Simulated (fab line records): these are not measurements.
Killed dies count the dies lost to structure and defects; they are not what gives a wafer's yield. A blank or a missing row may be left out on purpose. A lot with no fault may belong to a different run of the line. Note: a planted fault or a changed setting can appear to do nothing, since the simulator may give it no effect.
A single fault, viewed from 2 desks ; flow berkeleyCmos170 ; every desk sees just its own numbers, and what lay behind them comes last

## THE METROLOGY DESK
What the gauges read, lot by lot, whatever tool the lot ran on: means of the sampled wafers that have a number. The brackets show how far a lot's mean lies from the usual mean; more than 4 standard deviations puts the lot out of limits, marked OUT.
Columns: A = PWELL_OVL at UCB170_PWELL_OVL_MEAS_13, usual 0 nm; B = V2_TEOS_THK at UCB170_V2_THK_MEAS_01, usual 1999 nm
lot;first seen here;A;B
L663;day 3 06:48;-7;2003
L664;day 3 13:56;13;1982
L666;day 4 01:43;8;1985
L665;day 4 01:57;4;2035
L668;day 4 08:16;3;1984
L669;day 4 19:02;6;2024
L673;day 5 09:04;3;1990
L672;day 5 09:20;-8;2010
L676;day 6 02:53;3;2021
L679;day 7 01:22;0;1988
L680;day 7 01:28;-0;1966
L681;day 7 10:38;2;2012
L682;day 7 17:13;2;1985
L686;day 8 22:17;-4;2015
Result from this desk: across the 14 lots, nothing is out of limits.

## AT THE TOOL OWNER'S DESK: lithoTrack-04
For each lot that ran on this tool, the mean over its sampled wafers that have a number, from the tool's own readings at UCB170_ZERO_PEB_04. The brackets show how far a lot's mean lies from the usual mean; more than 4 standard deviations puts the lot out of limits, marked OUT.
Columns: A = exhaustPa at UCB170_ZERO_PEB_04, usual 45.0 Pa; B = heaterPowerTotalW at UCB170_ZERO_PEB_04, usual 56.80 W; C = plateTempC at UCB170_ZERO_PEB_04, usual 129.98 C
lot;first seen here;A;B;C
L664;day 2 04:25;45.5;56.81;129.92
L666;day 2 11:11;45.6;56.79;129.75
L672;day 3 20:44;44.9;57.37 (+12) OUT;130.90 (+6.6) OUT
L673;day 4 01:03;44.7;57.39 (+12) OUT;130.99 (+7.2) OUT
This desk's finding: out of limits on L672, L673; first on L672, day 3 20:44 (heaterPowerTotalW at UCB170_ZERO_PEB_04). L664, L666: within limits.

## ALL TOGETHER
On L672, L673, at day 3 20:44, an alarm was possible from the tool owner's desk.
At the metrology desk, nothing out of limits was observed.
The metrology desk has L672, L673 on record, within its limits.
Every lot named ran UCB170_ZERO_PEB_04 on lithoTrack-04.

## WHAT THE SIMULATOR HAD INSERTED
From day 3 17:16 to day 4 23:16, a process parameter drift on lithoTrack-04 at UCB170_ZERO_PEB_04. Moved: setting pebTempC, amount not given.
Lots struck among those shown: L672, L673.
How many hours passed from the start of the fault until each desk's first out-of-limits reading: the tool owner's desk, 3.
